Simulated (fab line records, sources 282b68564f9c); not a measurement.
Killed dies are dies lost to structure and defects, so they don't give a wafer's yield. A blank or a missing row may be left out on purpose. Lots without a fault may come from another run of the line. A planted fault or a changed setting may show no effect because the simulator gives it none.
One fault seen from 2 desks | flow rit_cmos | each desk has only its own numbers; what lay behind them comes last

THE METROLOGY DESK
What the gauges read, lot by lot, whatever tool the lot ran on: means of the sampled wafers that have a number. A lot is out of limits, marked OUT, if its mean lies more than 4 standard deviations from the usual mean; the brackets give that distance.
Columns: A = FOX1_OXIDE_THK at RIT_FOX1_THK_MEAS_01, usual 353 nm; B = FOX2_OXIDE_THK at RIT_FOX2_THK_MEAS_01, usual 352 nm; C = FIELD_OXIDE_LEFT_1_THK at RIT_FOX2_THK_MEAS_90, usual 325 nm; D = NWELL_OVL at RIT_NWELL_OVL_MEAS_06, usual -0.1 nm
lot  | first seen here | A   | B   | C   | D
L902 | day 1 22:14     | 344 | 356 | 329 | -1.5
L907 | day 2 22:58     | 357 | 347 | 320 | -0.7
L911 | day 3 18:49     | 353 | 353 | 326 | 0.2
L912 | day 3 23:49     | 344 | 352 | 324 | -0.1
L918 | day 5 05:55     | 355 | 361 | 333 | -0.2
L919 | day 5 11:02     | 357 | 348 | 321 | -0.7
This desk's finding: nothing out of limits on any of the 6 lots.

THE TOOL OWNER'S DESK: litho_track-03
The tool's own readings at RIT_NWELL_SOFTBAKE_02 (time 60 s): means of the sampled wafers that have a number, for each lot that ran on this tool. A lot is out of limits, marked OUT, if its mean lies more than 4 standard deviations from the usual mean; the brackets give that distance.
Columns: A = chill_plate_temp_C at RIT_NWELL_SOFTBAKE_02, usual 23.01 C; B = heater_power_total_W at RIT_NWELL_SOFTBAKE_02, usual 34.56 W; C = plate_temp_C at RIT_NWELL_SOFTBAKE_02, usual 90.01 C
lot  | first seen here | A     | B               | C
L907 | day 3 01:43     | 23.03 | 34.61           | 89.94
L911 | day 3 21:34     | 23.01 | 33.28 (-27) OUT | 87.46 (-18) OUT
L912 | day 4 02:37     | 23.03 | 33.32 (-26) OUT | 87.70 (-17) OUT
This desk's finding: out of limits on L911, L912; first on L911, day 3 21:34 (heater_power_total_W at RIT_NWELL_SOFTBAKE_02). In limits: L907.

PUT TOGETHER
The tool owner's desk could have raised an alarm at day 3 21:34, on L911, L912.
The metrology desk saw nothing out of limits.
The metrology desk has L911, L912 on record, within its limits.
Of the lots named, all ran RIT_NWELL_SOFTBAKE_02 on litho_track-03.

WHAT THE SIMULATOR HAD PUT IN
Process parameter drift: litho_track-03, from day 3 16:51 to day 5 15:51, at RIT_NWELL_SOFTBAKE_02. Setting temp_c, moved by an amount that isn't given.
Lots struck among those shown: L911, L912.
Hours from the fault's start to each desk's first reading out of limits: the tool owner's desk, 5.
